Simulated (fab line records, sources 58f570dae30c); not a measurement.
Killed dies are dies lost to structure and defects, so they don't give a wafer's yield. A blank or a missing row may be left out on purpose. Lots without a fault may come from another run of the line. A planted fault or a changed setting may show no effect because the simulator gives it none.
One fault seen from 2 desks | flow berkeley_cmos170 | each desk has only its own numbers; what lay behind them comes last

THE METROLOGY DESK
What the gauges read, lot by lot, whatever tool the lot ran on: means of the sampled wafers that have a number. A lot is out of limits, marked OUT, if its mean lies more than 4 standard deviations from the usual mean; the brackets give that distance.
Columns: A = INCOMING_BOW at UCB170_START_BOW_MEAS_00, usual 1 um; B = M1_AL_RS at UCB170_M1_RS_MEAS_01, usual 0.0486 ohm/sq; C = M1_AL_THK at UCB170_M1_THK_MEAS_02, usual 606 nm; D = V2_OVL at UCB170_V2_OVL_MEAS_13, usual 7 nm
lot  | first seen here | A  | B                 | C             | D
L518 | day 1 10:01     | 4  | 0.0492            | 599           | 10
L519 | day 1 15:02     | 4  | 0.0482            | 607           | -4
L520 | day 1 20:01     | 1  | 0.0491            | 600           | 4
L521 | day 2 01:00     | 5  | 0.0481            | 613           | 9
L522 | day 2 06:00     | 0  | 0.0485            | 609           | 2
L525 | day 2 21:00     | 5  | 0.0479            | 616           | 10
L526 | day 3 02:00     | 0  | 0.0449 (-8.7) OUT | 665 (+11) OUT | 7
L529 | day 3 17:02     | -0 | 0.0416 (-16) OUT  | 715 (+21) OUT | 10
L531 | day 4 03:01     | 3  | 0.0482            | 605           | 13
L533 | day 4 13:00     | 2  | 0.0482            | 612           | 10
L534 | day 4 18:00     | 0  | 0.0486            | 605           | 11
L539 | day 5 19:00     | 0  | 0.0487            | 605           | 7
L540 | day 6 00:02     | 3  | 0.0488            | 604           | 9
L541 | day 6 05:00     | 8  | 0.0482            | 611           | 7
This desk's finding: out of limits on L526, L529; first on L526, day 8 16:52 (M1_AL_RS at UCB170_M1_RS_MEAS_01). In limits: L518, L519, L520, L521, L522, L525, L531, L533, L534, L539, L540, L541.

THE TOOL OWNER'S DESK: pvd_sputter-01
The tool's own readings at UCB170_M1_SPUTTER_00 (material Al, target thk 600 nm, time 80 s): means of the sampled wafers that have a number, for each lot that ran on this tool. A lot is out of limits, marked OUT, if its mean lies more than 4 standard deviations from the usual mean; the brackets give that distance.
Columns: A = chamber_pressure_pa at UCB170_M1_SPUTTER_00, usual 0.5002 Pa; B = throttle_valve_pct at UCB170_M1_SPUTTER_00, usual 30.3 %
lot  | first seen here | A      | B
L519 | day 7 00:14     | 0.5006 | 30.1
L520 | day 7 15:56     | 0.5010 | 30.5
L526 | day 8 16:48     | 0.5001 | 30.7
L529 | day 9 22:38     | 0.5002 | 31.7
L541 | day 12 11:34    | 0.4997 | 30.8
This desk's finding: nothing out of limits on any of the 5 lots.

PUT TOGETHER
The metrology desk could have raised an alarm at day 8 16:52, on L526, L529.
The tool owner's desk saw nothing out of limits.
The tool owner's desk has L526, L529 on record, within its limits.
Of the lots named, all ran UCB170_M1_SPUTTER_00 on pvd_sputter-01.

WHAT THE SIMULATOR HAD PUT IN
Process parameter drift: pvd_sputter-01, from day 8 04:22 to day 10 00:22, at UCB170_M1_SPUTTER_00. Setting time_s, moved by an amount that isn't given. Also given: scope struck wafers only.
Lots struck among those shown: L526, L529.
Hours from the fault's start to each desk's first reading out of limits: the metrology desk, 12.
